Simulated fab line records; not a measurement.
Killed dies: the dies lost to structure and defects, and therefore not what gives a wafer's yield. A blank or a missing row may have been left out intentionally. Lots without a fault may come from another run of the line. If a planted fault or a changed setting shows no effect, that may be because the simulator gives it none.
Comparing a struck lot with a sound one | flow berkeley_cmos170 | 19 out of 331 route steps
Sound: wafers L641.1, L641.2, L641.3. Wafers L632.3, L632.4, L632.5 were the ones struck. At the end, the cause is stated.
For every step that has rows: the tool of each side, followed by ch and its chambers, followed by its first start. Under that, the readings that differ: sound wafers | struck wafers | difference of the means | sigmas: that difference in standard deviations of wafers without a fault.
alike: readings whose means differ by less than 2 such deviations, and words and numbers that are the same on both sides. not compared: withheld readings, readings that some wafer has no value for, bounds like >300 that may hide the same value, and numbers for which the record gives no deviation and whose values overlap.
The two part at a step that has a row with sigmas, a row that says differs or no value, or rows on one side only. Numbers that don't overlap but have no deviation are shown without sigmas and don't part them. Lack of a reading on every wafer of one side parts them only where that side has two or more wafers.

first, 5 steps without rows for these wafers: UCB170_PSD_COAT_01 (resist thk 900 nm); UCB170_PSD_SOFTBAKE_02 (time 60 s); UCB170_PSD_EXPOSE_03 (exposes mask PSELECT MOD, target cd 1200 nm); UCB170_PSD_PEB_04; UCB170_PSD_DEVELOP_05 (develop time 45 s).
UCB170_PSD_CD_MEAS_06: target cd 1200 nm.
  struck on cd_sem-01, day 8 04:32; sound on cd_sem-02, day 9 16:43
  alike: cd_nm
UCB170_PSD_OVL_MEAS_07:
  struck on overlay-01, day 8 04:37; sound on overlay-02, day 9 16:50
  alike: PSD_OVL
following that, these wafers have no rows for 1 step: UCB170_PSD_IMPLANT_08.
UCB170_PSD_STRIP_09: strips in O2.
  sound on plasma_asher-04 ch 0,1, day 9 17:01; struck on plasma_asher-04 ch 0,1, day 8 04:49
  alike: drypump_motor_current_A, oes_product_au, strip_time_to_endpoint_s
  not compared: rf_hours_counter_h
UCB170_PSD_TW_MEAS_10:
  struck on film_metro-04, day 8 04:55; sound on film_metro-04, day 9 17:07
  alike: PSD_TW
then, 2 steps without rows for these wafers: UCB170_PSD_CLEAN_11 (cleans in SPM, time 600 s); UCB170_NSD_HMDS_00 (prime time 60 s).
UCB170_NSD_COAT_01: resist thk 900 nm.
  sound on litho_track-03 ch 0, day 9 17:41; struck on litho_track-03, day 8 08:10
  no value came back on the struck wafers for chill_plate_temp_C (C), dispense_pressure_kPa (kPa); on the sound wafers chill_plate_temp_C (C) reads 22.95 22.99 22.96
then, 4 steps without rows for these wafers: UCB170_NSD_SOFTBAKE_02 (time 60 s); UCB170_NSD_EXPOSE_03 (exposes mask NSELECT MOD, target cd 1200 nm); UCB170_NSD_PEB_04; UCB170_NSD_DEVELOP_05 (develop time 45 s).
UCB170_NSD_CD_MEAS_06: target cd 1200 nm.
  struck on cd_sem-01, day 8 09:37; sound on cd_sem-01, day 9 18:29
  reading    | sound                | struck | difference                    | sigmas
  cd_nm (nm) | 1202.3 1200.5 1201.5 | - - -  | no value on the struck wafers |
UCB170_NSD_OVL_MEAS_07:
  struck on overlay-02, day 8 09:43; sound on overlay-01, day 9 18:37
  reading      | sound | struck | difference                    | sigmas
  NSD_OVL (nm) | 6 8 6 | - - -  | no value on the struck wafers |

WHERE THEY PART
Earliest at UCB170_NSD_COAT_01; latest, in this record, at UCB170_NSD_OVL_MEAS_07.

WHY: what the simulator had put in
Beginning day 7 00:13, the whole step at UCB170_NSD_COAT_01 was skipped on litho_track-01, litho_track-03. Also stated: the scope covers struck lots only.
